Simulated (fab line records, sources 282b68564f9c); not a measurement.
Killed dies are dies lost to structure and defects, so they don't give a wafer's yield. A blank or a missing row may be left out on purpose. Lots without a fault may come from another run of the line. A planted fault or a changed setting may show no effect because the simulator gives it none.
A struck lot beside a sound one | flow rit_cmos | 14 steps out of a route of 202
Sound: wafers L125.1, L125.3, L125.6. Struck: wafers L121.2, L121.5, L121.6. The cause comes at the end.
At each step with rows: each side's tool, then ch and its chambers, then its first start. Under that, the readings that differ: sound wafers | struck wafers | difference of the means | sigmas: that difference in standard deviations of wafers without a fault.
alike: readings whose means differ by less than 2 such deviations, and words and numbers that are the same on both sides. not compared: withheld readings, readings that some wafer has no value for, bounds like >300 that may hide the same value, and numbers for which the record gives no deviation and whose values overlap.
The two part at a step that has a row with sigmas, a row that says differs or no value, or rows on one side only. Numbers that don't overlap but have no deviation are shown without sigmas and don't part them. A reading that every wafer of one side lacks parts them only if that side has two wafers or more.

first, 1 step without rows for these wafers: RIT_PWELL_DEVELOP_05 (develop time 68 s).
RIT_PWELL_OVL_MEAS_06:
  sound on overlay-01, day 5 17:53; struck on overlay-02, day 4 23:22
  alike: PWELL_OVL
then, 2 steps without rows for these wafers: RIT_PWELL_HARDBAKE_07 (time 120 s); RIT_PWELL_IMPLANT_08.
RIT_PWELL_STRIP_09: strips in O2, time 180 s.
  sound on plasma_asher-01 ch 1, day 5 18:20; struck on plasma_asher-01 ch 0,1, day 4 23:47
  alike: drypump_motor_current_A
  not compared: rf_hours_counter_h
RIT_PWELL_TW_MEAS_10:
  sound on film_metro-01, day 5 18:31; struck on film_metro-03, day 4 23:58
  alike: PWELL_TW
then, 1 step without rows for these wafers: RIT_WELLDRIVE_ANNEAL_00 (time 14700 s).
RIT_WELLDRIVE_RS_MEAS_01: measures by four-point-probe.
  sound on film_metro-02, day 5 23:40; struck on film_metro-01, day 5 05:08
  alike: NWELL_RS
RIT_WELLDRIVE_RS_MEAS_02: measures by four-point-probe.
  sound on film_metro-02, day 5 23:47; struck on film_metro-01, day 5 05:16
  alike: PWELL_RS
then, 3 steps without rows for these wafers: RIT_NRETRO_HMDS_00 (prime time 60 s); RIT_NRETRO_COAT_01 (resist thk 1300 nm); RIT_NRETRO_SOFTBAKE_02 (time 60 s).
RIT_NRETRO_EXPOSE_03: exposes mask M4, target cd 43900 nm.
  sound on iline_stepper-01 ch 0, day 6 00:21; struck on iline_stepper-01, day 5 05:57
  no value came back on the struck wafers for exposure_dose_mJ_cm2, focus_offset_nm (nm), reticle_temp_C (C); on the sound wafers exposure_dose_mJ_cm2 reads 249.92 250.05 249.87
  alike: mask
then, 1 step without rows for these wafers: RIT_NRETRO_PEB_04.

WHERE THEY PART
Only at RIT_NRETRO_EXPOSE_03, within this record.

WHY: what the simulator had put in
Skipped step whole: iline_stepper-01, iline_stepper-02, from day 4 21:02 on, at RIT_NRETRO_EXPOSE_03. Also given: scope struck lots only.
